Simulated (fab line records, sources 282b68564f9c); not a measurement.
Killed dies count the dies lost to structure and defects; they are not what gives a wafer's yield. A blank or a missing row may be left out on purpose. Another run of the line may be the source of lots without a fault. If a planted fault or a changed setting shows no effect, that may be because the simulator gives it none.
Lot-split experiment	flow rit-cmos	on a route of 202 steps: 5 lots, 23 wafers read

## ON THE SPLIT
At RIT_FOX2_OXIDATION_00 (target thk 350.7 nm, ox time 1130 s), the setting temp-c was moved away from the recipe's 1100 C on 15 of the 23 wafers read, by -1.6% to +1.5%. All remaining wafers had this setting at the recipe value.

## FROM THE SPLIT TO THE READING: what the file shows between them, 3 steps
- RIT_FOX2_THK_MEAS_01
- RIT_FOX2_CLEAN_02: cleans in dHF, time 180 s
- RIT_FOX2_WET_ETCH_03: etches Si3N4 in H3PO4, target depth 195 nm, time 2700 s

## THE READING
FIELD_OXIDE_LEFT_1_THK in nanometres, read at RIT_FOX2_THK_MEAS_90. Fault-free wafers of this fab line usually give 321 nm, standard deviation 5.8 nm.

wafer	tool, chamber at the split	temp-c as run, C	against the recipe	FIELD_OXIDE_LEFT_1_THK, nm	against lot-mates on the recipe
L075.1	furnace-03, 0	1100	recipe	324	-
L075.3	furnace-03, 0	1100	recipe	321	-
L075.5	furnace-03, 0	1100	recipe	323	-
L076.2	-, -	1082	-1.6%	301	no lot-mate on the recipe
L076.3	-, -	1082	-1.6%	290	no lot-mate on the recipe
L076.4	-, -	1082	-1.6%	287	no lot-mate on the recipe
L076.5	-, -	1082	-1.6%	293	no lot-mate on the recipe
L076.6	-, -	1082	-1.6%	293	no lot-mate on the recipe
L077.1	-, -	1116	+1.5%	348	no lot-mate on the recipe
L077.3	-, -	1116	+1.5%	344	no lot-mate on the recipe
L077.4	-, -	1116	+1.5%	345	no lot-mate on the recipe
L077.5	-, -	1116	+1.5%	347	no lot-mate on the recipe
L077.6	-, -	1116	+1.5%	343	no lot-mate on the recipe
L082.1	-, -	1100	recipe	315	-
L082.2	-, -	1100	recipe	312	-
L082.4	-, -	1100	recipe	321	-
L082.5	-, -	1100	recipe	312	-
L082.6	-, -	1100	recipe	312	-
L083.1	-, -	1115	+1.4%	333	no lot-mate on the recipe
L083.2	-, -	1115	+1.4%	327	no lot-mate on the recipe
L083.3	-, -	1115	+1.4%	335	no lot-mate on the recipe
L083.5	-, -	1115	+1.4%	330	no lot-mate on the recipe
L083.6	-, -	1115	+1.4%	338	no lot-mate on the recipe

FIT RESULTS
A straight line over all 23 wafers: FIELD_OXIDE_LEFT_1_THK changes by +15.3 nm for each +1% of temp-c; r = +0.95; the points scatter about the line by 5.9 nm.
Too few moved wafers with a lot-mate on the recipe to fit a line net of each lot's own level.

## THE WHOLE CHAIN: every reading that the file lists as answering this split, in the file's order
step	what it does	reading	change (the file's fit)	r (the file's)
RIT_FOX2_OXIDATION_00	target thk 350.7 nm, ox time 1130 s	SiO2_of_FOX2_OXIDATION_00.thk-nm (the simulator's own value, which no gauge read)	+15 nm for each +1% of the setting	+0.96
RIT_FOX2_THK_MEAS_01		FOX2_OXIDE_THK	+15.1 for each +1% of the setting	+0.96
RIT_FOX2_THK_MEAS_90		FIELD_OXIDE_LEFT_1_THK	+15.2 for each +1% of the setting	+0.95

## FILE'S OWN FIT
FIELD_OXIDE_LEFT_1_THK changes by +15.2 nm for each +1% of temp-c, r = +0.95.
